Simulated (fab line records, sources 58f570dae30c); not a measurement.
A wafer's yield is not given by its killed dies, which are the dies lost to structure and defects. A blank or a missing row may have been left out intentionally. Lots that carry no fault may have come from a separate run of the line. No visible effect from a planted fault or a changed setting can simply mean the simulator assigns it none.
Lot-split experiment    flow berkeley-cmos170    route with 331 steps; 5 lots, 23 wafers read

== THE SPLIT ITSELF ==
At UCB170_NLDD_EXPOSE_03 (exposes mask NSELECT, target cd 1200 nm), the setting dose-mj was moved away from the recipe's 30 on 9 of the 23 wafers read, by -5.7% to +6.4%. All remaining wafers had this setting at the recipe value.

== FROM THE SPLIT TO THE READING: what the file shows between them, 2 steps ==
- UCB170_NLDD_PEB_04
- UCB170_NLDD_DEVELOP_05: develop time 45 s

== THE READING ==
cd-nm, in nm, at UCB170_NLDD_CD_MEAS_06 (target cd 1200 nm). Typical for fault-free wafers on this fab line: 1199.5 nm, with standard deviation 0.99 nm.

wafer   tool, chamber at the split  dose-mj as run  against the recipe  cd-nm, nm  against lot-mates on the recipe
L074.1  krf-scanner-02, 0           30              recipe              1199.6     -
L074.2  krf-scanner-02, 0           28.28           -5.7%               1189.5     -10.3
L074.3  krf-scanner-02, 0           30              recipe              1199.1     -
L074.4  krf-scanner-02, 0           28.28           -5.7%               1187.9     -11.9
L074.5  krf-scanner-02, 0           30              recipe              1200.7     -
L076.1  krf-scanner-02, 0           30              recipe              1198.6     -
L076.3  krf-scanner-02, 0           31.53           +5.1%               1208.4     +9.8
L076.4  krf-scanner-02, 0           31.53           +5.1%               1207.2     +8.6
L076.5  krf-scanner-02, 0           30              recipe              1197.8     -
L076.6  krf-scanner-02, 0           30              recipe              1199.5     -
L077.1  krf-scanner-02, 0           31.42           +4.7%               1208.1     +8.8
L077.2  krf-scanner-02, 0           30              recipe              1200.0     -
L077.3  krf-scanner-02, 0           31.42           +4.7%               1208.3     +9.0
L077.4  krf-scanner-02, 0           30              recipe              1198.7     -
L077.5  krf-scanner-02, 0           31.42           +4.7%               1209.9     +10.6
L079.2  krf-scanner-02, 0           30              recipe              1199.0     -
L079.4  krf-scanner-02, 0           30              recipe              1200.6     -
L079.5  krf-scanner-02, 0           30              recipe              1198.9     -
L080.1  krf-scanner-01, 0           30              recipe              1199.8     -
L080.2  krf-scanner-01, 0           31.92           +6.4%               1210.8     +10.9
L080.3  krf-scanner-01, 0           30              recipe              1200.2     -
L080.5  krf-scanner-01, 0           30              recipe              1199.8     -
L080.6  krf-scanner-01, 0           31.92           +6.4%               1211.4     +11.5

FIT RESULTS
A straight line over all 23 wafers: cd-nm changes by +1.84 nm for each +1% of dose-mj; r = +0.99; the points scatter about the line by 0.88 nm.
The same after taking each lot's own level away (the mean of its wafers on the recipe; 23 wafers): +1.87 nm for each +1%; r = +0.99; scatter 0.77 nm.
Per that fit: largest dose-mj move, reading shift of 12 nm.
Measured against the standard deviation above, the lots' own levels, which go from 1198.63 to 1199.93 nm, span 1.3 times it.
The two slopes agree, so the slope changes little with the lot-to-lot level.
Check: with one of the wafers moved furthest among these (+6.4%) left out of the fit, the line predicts +12.1 nm for it against its lot-mates. It came out at +10.9 nm against them.

== OTHER SPLITS ON THESE WAFERS ==
Other splits were also applied to these wafers ahead of the reading. Each is held against what the fit with the lots' levels taken away leaves over:
other split on the same wafers        wafers away from the commonest value  r with cd-nm (lot level and that fit taken away)
UCB170_NWELL_IMPLANT_14 dose-cm2      6                                     -0.23
UCB170_PWELL_CVD_05 pressure-mtorr    10                                    +0.27
UCB170_ACTIVE_OXIDATION_02 ox-time-s  15                                    +0.28
UCB170_PFIELD_COAT_01 spin-rpm        7                                     -0.20
UCB170_PFIELD_DEVELOP_05 dev-temp-c   6                                     +0.39
UCB170_SCREENOX_OXIDATION_01 temp-c   18                                    -0.15
UCB170_NVT_COAT_01 spin-rpm           5                                     +0.00
UCB170_PVT_IMPLANT_07 energy-kev      11                                    -0.07
UCB170_GATE_CVD_04 pressure-mtorr     18                                    -0.07

== THE FILE'S OWN FIT ==
cd-nm changes by +1.85 nm for each +1% of dose-mj, r = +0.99.
